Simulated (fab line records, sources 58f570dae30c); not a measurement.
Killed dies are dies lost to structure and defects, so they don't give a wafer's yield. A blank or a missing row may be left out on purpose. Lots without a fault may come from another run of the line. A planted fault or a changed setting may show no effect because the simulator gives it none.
Which tool did it? | flow berkeley_cmos170 | 14 lots, 42 wafers sampled, at 5 steps of a route of 331

WHAT THE GAUGES READ, wafer by wafer
UCB170_PWELL_THK_MEAS_03. Usual: PWELL_OXIDE_THK 26.3 nm, standard deviation 0.43.
lot  | measured    | on            | PWELL_OXIDE_THK (nm) | flag
L240 | day 2 20:58 | film_metro-04 | 26.3 25.8 26.1       |
L241 | day 3 01:24 | film_metro-04 | 26.4 26.1 26.4       |
L244 | day 3 16:44 | film_metro-01 | 26.5 26.7 26.4       |
L247 | day 4 13:20 | film_metro-01 | 26.6 26.6 26.7       |
L248 | day 4 13:19 | film_metro-03 | 26.8 26.6 26.5       |
L249 | day 5 02:55 | film_metro-04 | 26.6 27.1 26.8       |
L251 | day 5 08:02 | film_metro-04 | 26.4 25.9 25.4       |
L252 | day 5 08:02 | film_metro-03 | 26.8 26.7 26.8       |
L255 | day 6 02:57 | film_metro-04 | 26.7 26.0 26.3       |
L256 | day 6 07:10 | film_metro-01 | 26.5 26.1 25.7       |
L259 | day 7 01:01 | film_metro-04 | 25.6 25.8 25.8       |
L260 | day 7 03:12 | film_metro-04 | 25.7 26.1 25.9       |
L261 | day 7 12:12 | film_metro-04 | 25.8 25.6 25.8       |
L262 | day 7 12:13 | film_metro-03 | 25.5 25.7 25.7       |

UCB170_PSD_CD_MEAS_06: target cd 1200 nm. Usual: cd_nm 1200.2 nm, standard deviation 1.5.
lot  | measured     | on        | cd_nm (nm)           | flag
L240 | day 6 22:49  | cd_sem-01 | 1198.2 1198.7 1198.8 |
L241 | day 6 22:34  | cd_sem-02 | 1197.4 1198.4 1197.0 |
L244 | day 7 19:40  | cd_sem-01 | 1199.8 1197.8 1197.4 |
L247 | day 8 07:34  | cd_sem-01 | 1198.5 1199.3 1198.5 |
L248 | day 8 07:18  | cd_sem-01 | 1202.9 1199.9 1202.1 |
L249 | day 8 22:40  | cd_sem-01 | 1202.5 1201.9 1201.7 |
L251 | day 8 23:16  | cd_sem-02 | 1200.1 1199.3 1201.8 |
L252 | day 8 22:55  | cd_sem-02 | 1198.9 1198.9 1198.6 |
L255 | day 10 00:02 | cd_sem-02 | 1198.4 1198.2 1199.3 |
L256 | day 9 23:40  | cd_sem-01 | 1199.2 1200.7 1201.2 |
L259 | day 10 20:41 | cd_sem-02 | 1179.2 1179.1 1178.1 | OFF
L260 | day 10 20:58 | cd_sem-02 | 1177.3 1177.4 1177.2 | OFF
L261 | day 11 07:50 | cd_sem-01 | 1197.6 1197.9 1198.5 |
L262 | day 11 07:35 | cd_sem-01 | 1201.5 1202.7 1204.2 |

UCB170_V2_THK_MEAS_04. Usual: V2_POLISHED_THK 1000.2 nm, standard deviation 1.1.
lot  | measured     | on            | V2_POLISHED_THK (nm) | flag
L240 | day 7 22:48  | film_metro-03 | 1000.1 997.9 1000.0  |
L241 | day 7 22:27  | film_metro-04 | 1001.3 1000.5 1000.5 |
L244 | day 8 17:56  | film_metro-02 | 1000.0 1000.6 998.4  |
L247 | day 9 07:28  | film_metro-03 | 998.4 998.3 999.9    |
L248 | day 9 07:56  | film_metro-04 | 997.4 998.4 998.3    |
L249 | day 9 23:33  | film_metro-03 | 999.5 998.8 1000.2   |
L251 | day 9 22:11  | film_metro-02 | 1001.0 1002.0 1000.5 |
L252 | day 10 00:23 | film_metro-04 | 1001.3 999.6 999.2   |
L255 | day 10 23:36 | film_metro-04 | 1000.8 1002.4 1001.1 |
L256 | day 11 00:22 | film_metro-04 | 1002.5 999.6 1001.1  |
L259 | day 11 20:01 | film_metro-04 | 999.8 999.6 998.9    |
L260 | day 11 19:44 | film_metro-02 | 999.7 999.2 999.1    |
L261 | day 12 11:26 | film_metro-02 | 1001.4 1000.4 1001.2 |
L262 | day 12 11:11 | film_metro-03 | 1000.5 1000.6 1000.9 |

WHICH TOOL RAN EACH LOT (tool, then ch and the chambers of the sampled wafers, then the start)
lot  | UCB170_ZERO_ETCH_06               | UCB170_PSD_PEB_04
L240 | rie_diel-04 ch 0,1, day 1 22:50   | litho_track-02 ch 0, day 6 22:32
L241 | rie_diel-02 ch 0,1,3, day 2 05:51 | litho_track-02 ch 0, day 6 22:19
L244 | rie_diel-04 ch 1,2, day 2 19:45   | litho_track-04 ch 0, day 7 19:23
L247 | rie_diel-04 ch 0,2,3, day 3 12:47 | litho_track-01 ch 0, day 8 07:17
L248 | rie_diel-04 ch 1,2, day 3 17:47   | litho_track-02 ch 0, day 8 07:02
L249 | rie_diel-02 ch 1,2,3, day 4 00:34 | litho_track-01 ch 0, day 8 22:23
L251 | rie_diel-02 ch 0,2, day 4 11:13   | litho_track-01 ch 0, day 8 22:59
L252 | rie_diel-04 ch 1,2,3, day 4 11:25 | litho_track-04 ch 0, day 8 22:39
L255 | rie_diel-04 ch 0,1,3, day 5 03:26 | litho_track-04 ch 0, day 9 23:46
L256 | rie_diel-04 ch 1,2, day 5 08:44   | litho_track-02 ch 0, day 9 23:25
L259 | rie_diel-03 ch 0,2, day 6 03:17   | litho_track-04 ch 0, day 10 20:25
L260 | rie_diel-02 ch 1,2,3, day 6 06:46 | litho_track-04 ch 0, day 10 20:43
L261 | rie_diel-04 ch 0,1, day 6 10:57   | litho_track-01 ch 0, day 11 07:34
L262 | rie_diel-02 ch 1,2, day 6 15:07   | litho_track-01 ch 0, day 11 07:19
- UCB170_ZERO_ETCH_06: etches SiO2 in CHF3/CF4/Ar, time 12 s.
- UCB170_PSD_PEB_04

WHAT THE TOOLS THEMSELVES READ (means of the sampled wafers that have a number; where no wafer has one, the mark that the record gives instead)
UCB170_ZERO_ETCH_06. Usual: cf4_flow_sccm 9.997 sccm, standard deviation 0.028; chamber_pressure_mTorr 100.00 mTorr, standard deviation 0.098; drypump_motor_current_A 5.5 A, standard deviation 0.4; oes_product_au 0.617 a.u., standard deviation 0.011; rf_fwd_power_W 491.1 W, standard deviation 2.8; throttle_valve_pct 9.21 %, standard deviation 0.097.
lot  | tool        | cf4_flow_sccm (sccm) | chamber_pressure_mTorr (mTorr) | drypump_motor_current_A (A) | oes_product_au (a.u.) | rf_fwd_power_W (W) | throttle_valve_pct (%) | flag
L240 | rie_diel-04 | 9.984                | 100.01                         | 5.0                         | 0.622                 | 492.4              | 9.21                   |
L241 | rie_diel-02 | 9.987                | 100.16                         | 5.5                         | 0.621                 | 491.0              | 9.26                   |
L244 | rie_diel-04 | 10.001               | 100.03                         | 5.5                         | 0.608                 | 492.0              | 9.17                   |
L247 | rie_diel-04 | 10.021               | 100.03                         | 5.3                         | 0.615                 | 490.6              | 9.21                   |
L248 | rie_diel-04 | 10.017               | 100.02                         | 5.4                         | 0.611                 | 492.6              | 9.21                   |
L249 | rie_diel-02 | 9.995                | 99.91                          | 5.6                         | 0.611                 | 492.4              | 9.21                   |
L251 | rie_diel-02 | 9.991                | 99.90                          | 5.8                         | 0.611                 | 492.9              | 9.24                   |
L252 | rie_diel-04 | 9.990                | 100.03                         | 5.3                         | 0.613                 | 488.7              | 9.26                   |
L255 | rie_diel-04 | 10.021               | 99.97                          | 5.1                         | 0.621                 | 491.3              | 9.26                   |
L256 | rie_diel-04 | 9.991                | 100.06                         | 5.5                         | 0.611                 | 490.5              | 9.16                   |
L259 | rie_diel-03 | 9.987                | 100.03                         | 5.7                         | 0.618                 | 490.4              | 9.11                   |
L260 | rie_diel-02 | 10.016               | 100.10                         | 5.6                         | 0.612                 | 492.8              | 9.22                   |
L261 | rie_diel-04 | 10.005               | 100.11                         | 5.1                         | 0.621                 | 493.4              | 9.20                   |
L262 | rie_diel-02 | 10.013               | 99.97                          | 5.5                         | 0.616                 | 492.8              | 9.19                   |

UCB170_PSD_PEB_04. Usual: heater_power_total_W 56.80 W, standard deviation 0.042; plate_temp_C 130.01 C, standard deviation 0.14.
lot  | tool           | heater_power_total_W (W) | plate_temp_C (C) | flag
L240 | litho_track-02 | 56.84                    | 129.98           |
L241 | litho_track-02 | 56.80                    | 129.99           |
L244 | litho_track-04 | 56.79                    | 130.10           |
L247 | litho_track-01 | 56.78                    | 130.10           |
L248 | litho_track-02 | 56.80                    | 130.09           |
L249 | litho_track-01 | 56.82                    | 130.12           |
L251 | litho_track-01 | 56.81                    | 130.02           |
L252 | litho_track-04 | 56.83                    | 130.09           |
L255 | litho_track-04 | 56.78                    | 129.83           |
L256 | litho_track-02 | 56.77                    | 129.90           |
L259 | litho_track-04 | 55.19                    | 127.26           | OFF
L260 | litho_track-04 | 55.19                    | 127.24           | OFF
L261 | litho_track-01 | 56.76                    | 129.98           |
L262 | litho_track-01 | 56.81                    | 129.74           |

THE ANSWER, worked out from the rows above alone
Rule: a lot is off if the mean of its wafers that have a number lies more than 3 standard deviations from the usual mean. A lot without any number at a reading at which 4 lots or more have one is off too. The other lots that the step has rows for count as sound. The gauges are gone through in route order, then the tools' own readings, and for those a lot's mean is taken as printed above. The first step at which some lot is off is used, and at that step the reading that is off furthest; a lot without a number counts as furthest.
Off: L259, L260, at UCB170_PSD_CD_MEAS_06 (cd_nm).
A tool fits if, at a process step before that reading, it ran every lot that is off, and no sound lot after the first of them. The gauges at UCB170_PSD_CD_MEAS_06 aren't tried: what is off there is off at UCB170_PSD_PEB_04 too, on other tools, and a gauge's error can't cause that. One fits: litho_track-04 at UCB170_PSD_PEB_04. Its last sound lot is L255 (day 9 23:46), its first lot that is off L259 (day 10 20:25): a fault that began between those two fits.
The tool's own readings at UCB170_PSD_PEB_04 bear it out: on the lots that are off they differ by more than 5 times the standard deviation of the sound lots' means. heater_power_total_W reads 55.19 W there against 56.80 W on the sound lots; plate_temp_C reads 127.25 C there against 130.00 C on the sound lots.

WHAT THE SIMULATOR HAD PUT IN
Process parameter drift: litho_track-04, from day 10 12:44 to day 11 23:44, at UCB170_PSD_PEB_04. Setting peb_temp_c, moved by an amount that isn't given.
Lots struck among those shown: L259, L260. The rule above found the same.
